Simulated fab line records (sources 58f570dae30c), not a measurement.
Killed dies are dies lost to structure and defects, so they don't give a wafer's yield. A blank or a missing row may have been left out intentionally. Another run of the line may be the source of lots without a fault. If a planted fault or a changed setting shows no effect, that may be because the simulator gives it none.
Chamber matching || flow berkeley-cmos170 || 4 sister chambers for UCB170_V2_ETCH_14 on rie-diel-03
The step etches SiO2 in CHF3/CF4/Ar, stops on Al, target depth 1250 nm, time 291 s. 8 wafers are shown with their chamber, then 7 later ones without.

WAFERS, EACH WITH ITS CHAMBER
{"wafer": "L208.6", "chamber": 1, "drypump-motor-current-A (A)": 6.5, "throttle-valve-pct (%)": 6.84}
{"wafer": "L213.2", "chamber": 3, "drypump-motor-current-A (A)": 6.3, "throttle-valve-pct (%)": 6.94}
{"wafer": "L213.5", "chamber": 2, "drypump-motor-current-A (A)": 5.6, "throttle-valve-pct (%)": 6.79}
{"wafer": "L215.1", "chamber": 2, "drypump-motor-current-A (A)": 5.6, "throttle-valve-pct (%)": 6.78}
{"wafer": "L215.2", "chamber": 3, "drypump-motor-current-A (A)": 6.3, "throttle-valve-pct (%)": 6.96}
{"wafer": "L215.3", "chamber": 0, "drypump-motor-current-A (A)": 5.4, "throttle-valve-pct (%)": 6.90}
{"wafer": "L217.3", "chamber": 0, "drypump-motor-current-A (A)": 5.4, "throttle-valve-pct (%)": 6.88}
{"wafer": "L217.5", "chamber": 1, "drypump-motor-current-A (A)": 6.4, "throttle-valve-pct (%)": 6.85}

WAFERS WITH NO CHAMBER GIVEN
{"wafer": "L217.6", "drypump-motor-current-A (A)": 5.4, "throttle-valve-pct (%)": 6.86}
{"wafer": "L225.1", "drypump-motor-current-A (A)": 6.3, "throttle-valve-pct (%)": 6.94}
{"wafer": "L225.3", "drypump-motor-current-A (A)": 5.6, "throttle-valve-pct (%)": 6.75}
{"wafer": "L225.4", "drypump-motor-current-A (A)": 6.4, "throttle-valve-pct (%)": 6.84}
{"wafer": "L229.2", "drypump-motor-current-A (A)": 6.4, "throttle-valve-pct (%)": 6.85}
{"wafer": "L229.4", "drypump-motor-current-A (A)": 5.4, "throttle-valve-pct (%)": 6.88}
{"wafer": "L229.6", "drypump-motor-current-A (A)": 6.3, "throttle-valve-pct (%)": 6.94}

EACH ONE'S CHAMBER
{"wafer": "L217.6", "from the rows above": 0, "in truth": 0}
{"wafer": "L225.1", "from the rows above": 3, "in truth": 3}
{"wafer": "L225.3", "from the rows above": 2, "in truth": 2}
{"wafer": "L225.4", "from the rows above": 1, "in truth": 1}
{"wafer": "L229.2", "from the rows above": 1, "in truth": 1}
{"wafer": "L229.4", "from the rows above": 0, "in truth": 0}
{"wafer": "L229.6", "from the rows above": 3, "in truth": 3}
Correct placement for 7 of the 7. Can't be placed from these rows: 0. Number placed wrongly: 0.
How it was worked out, from the rows above alone: a wafer's distance from a chamber is the root of the sum, over the readings, of the square of ((its reading less the chamber's mean) divided by the reading's scatter). If the next closest chamber is less than 2 further off than the closest, the wafer can't be placed; otherwise it belongs to the closest. A chamber's mean is the mean of its shown wafers. How the scatter is found: for the shown wafers, subtract from each reading the mean of its chamber, square and add these, divide the total by (wafers less chambers), then take the root.
